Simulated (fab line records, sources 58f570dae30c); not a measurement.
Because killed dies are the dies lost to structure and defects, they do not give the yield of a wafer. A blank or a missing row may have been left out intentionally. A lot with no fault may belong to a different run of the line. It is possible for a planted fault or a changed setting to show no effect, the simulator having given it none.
Problem report in the 8D (eight disciplines) form, filled by code -- flow berkeleyCmos170 -- the parts of the form that need people (team, actions taken, sign-off) are left out

1. THE PROBLEM
V2_TEOS_THK at UCB170_V2_THK_MEAS_01 reads a mean of 2867 nm on 9 wafers of 3 lots; wafers without a fault read 1996 nm with a standard deviation of 25. Measured from the usual mean, that is +35 standard deviations.
Seen first at day 9 20:08 on filmMetro-02, wafer L399.2. The record has a number at this step for 45 wafers belonging to 15 lots. By rule, "out" or "out of limits" means more than 4 standard deviations away from the usual mean. All remaining wafers that have a number are taken as sound.

2. WHAT IT IS AND WHAT IT IS NOT
question,is,is not
which readings at this step,V2_TEOS_THK,-
which lots,"L399, L402, L403","L388, L389, L390, L391, L392, L398, L406, L407, L408, L409, L410, L411"
which wafers of those lots,all that have a number,-
read on which gauges,"filmMetro-01, filmMetro-02",filmMetro-04
when,from day 9 20:08,"up to then (18 sound wafers); but 18 sound wafers of L406, L407, L408, L409, L410, L411 came after"

3. THE SUSPECTS, EACH WITH WHAT RULES IT OUT
Counting: any tool at a process step up to the reading is kept as a suspect provided that every lot that is out went through it and no sound lot did after the first of them.
- the gauge at UCB170_V2_THK_MEAS_01 is ruled out. Those wafers that are out were read across 2 gauges (filmMetro-01, filmMetro-02).
- pecvd-02 at UCB170_V2_CVD_00 (deposits SiO2 from TEOS/O2, target thk 2000 nm, time 250 s): kept. All lots that are out passed through it, beginning with L399 at day 9 19:56, and no sound lot followed; its final sound lot before that point was L398 at day 9 07:22.
Remaining after the count: pecvd-02 at UCB170_V2_CVD_00.

4. THE CAUSE (what the simulator had put in)
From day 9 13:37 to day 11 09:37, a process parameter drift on pecvd-02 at UCB170_V2_CVD_00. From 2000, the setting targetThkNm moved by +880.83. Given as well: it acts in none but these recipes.
Counting left only this tool.

5. THE CHAIN OF EFFECTS, in route order
Each row: a reading where the mean over the struck wafers with a number is more than 3 standard deviations away from the usual. Readings are gone through only where the record gives a usual standard deviation; hours: the median, over the lots, of the time from a lot's start at the first step in this table giving one to that lot's start at this step; sigmas: the change measured in usual standard deviations.
hours,step,reading,usual,on struck wafers,change,sigmas
0,UCB170_V2_THK_MEAS_01,V2_TEOS_THK,1996 nm,2867,+871,+35

6. WHAT WOULD HAVE CAUGHT IT SOONER
Counted from the fault's start at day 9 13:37, it took 7 hours until the first out-of-limits reading at a measuring or inspecting step in this record, taken at day 9 20:08.
Tool readings at UCB170_V2_CVD_00 with a usual standard deviation given in the record: none out on any struck wafer, hence no alarm at a limit of 4 standard deviations on them.
Of the lots that are out (3), L402, L403 began UCB170_V2_CVD_00 on pecvd-02 after day 9 20:08. A hold on the tool at that time would have spared those 2.
